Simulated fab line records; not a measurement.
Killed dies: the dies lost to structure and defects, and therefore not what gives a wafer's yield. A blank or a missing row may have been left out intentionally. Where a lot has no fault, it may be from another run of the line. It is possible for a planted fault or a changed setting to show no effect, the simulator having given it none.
The tool behind it: which one? + flow berkeley_cmos170 + 36 wafers from 12 lots sampled at 3 of the route's 331 steps

WHAT THE GAUGES READ, wafer by wafer
UCB170_SCREENOX_THK_MEAS_02.
| lot  | measured     | on            | SCREENOX_OXIDE_THK (nm) |
|------|--------------|---------------|-------------------------|
| L074 | day 5 10:28  | film_metro-01 | 13.9 14.1 14.1          |
| L077 | day 6 01:20  | film_metro-01 | 14.3 14.2 14.2          |
| L079 | day 6 12:26  | film_metro-01 | 14.1 14.0 14.0          |
| L081 | day 6 16:31  | film_metro-02 | 14.3 13.9 14.4          |
| L083 | day 7 14:38  | film_metro-02 | 15.0 14.7 14.7          |
| L085 | day 7 14:38  | film_metro-01 | 14.6 14.9 15.0          |
| L087 | day 7 21:54  | film_metro-01 | 15.1 14.7 14.7          |
| L089 | day 8 11:22  | film_metro-01 | 14.4 14.5 14.4          |
| L091 | day 8 11:22  | film_metro-04 | 14.5 14.3 14.5          |
| L093 | day 10 03:57 | film_metro-01 | 13.7 14.2 14.1          |
| L095 | day 10 10:00 | film_metro-04 | 14.3 14.2 14.4          |
| L096 | day 10 18:06 | film_metro-04 | 14.5 14.7 14.5          |

WHICH TOOL RAN EACH LOT (tool, then ch and the chambers of the sampled wafers, then the start)
| lot  | UCB170_NWELL_STRIP_15               | UCB170_PWELL_PEB_11              |
|------|-------------------------------------|----------------------------------|
| L074 | plasma_asher-02 ch 0,1, day 2 11:49 | litho_track-04 ch 0, day 3 06:00 |
| L077 | plasma_asher-01 ch 0,1, day 3 00:31 | litho_track-03 ch 0, day 3 15:20 |
| L079 | plasma_asher-03 ch 0,1, day 3 12:24 | litho_track-02 ch 0, day 4 03:32 |
| L081 | plasma_asher-01 ch 0,1, day 3 21:35 | litho_track-03 ch 0, day 4 11:40 |
| L083 | plasma_asher-01 ch 0,1, day 4 06:17 | litho_track-04 ch 0, day 5 05:57 |
| L085 | plasma_asher-02 ch 0,1, day 4 15:08 | litho_track-02 ch 0, day 5 08:38 |
| L087 | plasma_asher-01 ch 0,1, day 4 23:16 | litho_track-04 ch 0, day 5 18:08 |
| L089 | plasma_asher-01 ch 0,1, day 5 14:16 | litho_track-04 ch 0, day 6 13:17 |
| L091 | plasma_asher-02 ch 0,1, day 5 19:00 | litho_track-02 ch 0, day 6 13:48 |
| L093 | plasma_asher-02 ch 0,1, day 6 15:03 | litho_track-04 ch 0, day 7 08:58 |
| L095 | plasma_asher-02 ch 0,1, day 6 19:44 | litho_track-03 ch 0, day 7 15:14 |
| L096 | plasma_asher-01 ch 0,1, day 7 03:22 | litho_track-02 ch 0, day 8 03:29 |
- UCB170_NWELL_STRIP_15: strips in O2.
- UCB170_PWELL_PEB_11

THE ANSWER, worked out from the rows above alone
Rule: the usual values come from the lots themselves. Put in order of their means at a reading, lots are off if they are a third of the lots or fewer, leave a main group of 4 or more, and stand apart from it by a gap of 3 or more times the standard deviation of the main group's means; of several such gaps the widest counts. A main group is skipped when, at the precision printed for the reading in the tables above, its means are all equal. A lot without any number at a reading at which 4 lots or more have one is off too. The other lots that the step has rows for count as sound.
Nothing can be told from this: no lot is off at any reading shown.

WHAT THE SIMULATOR PUT IN
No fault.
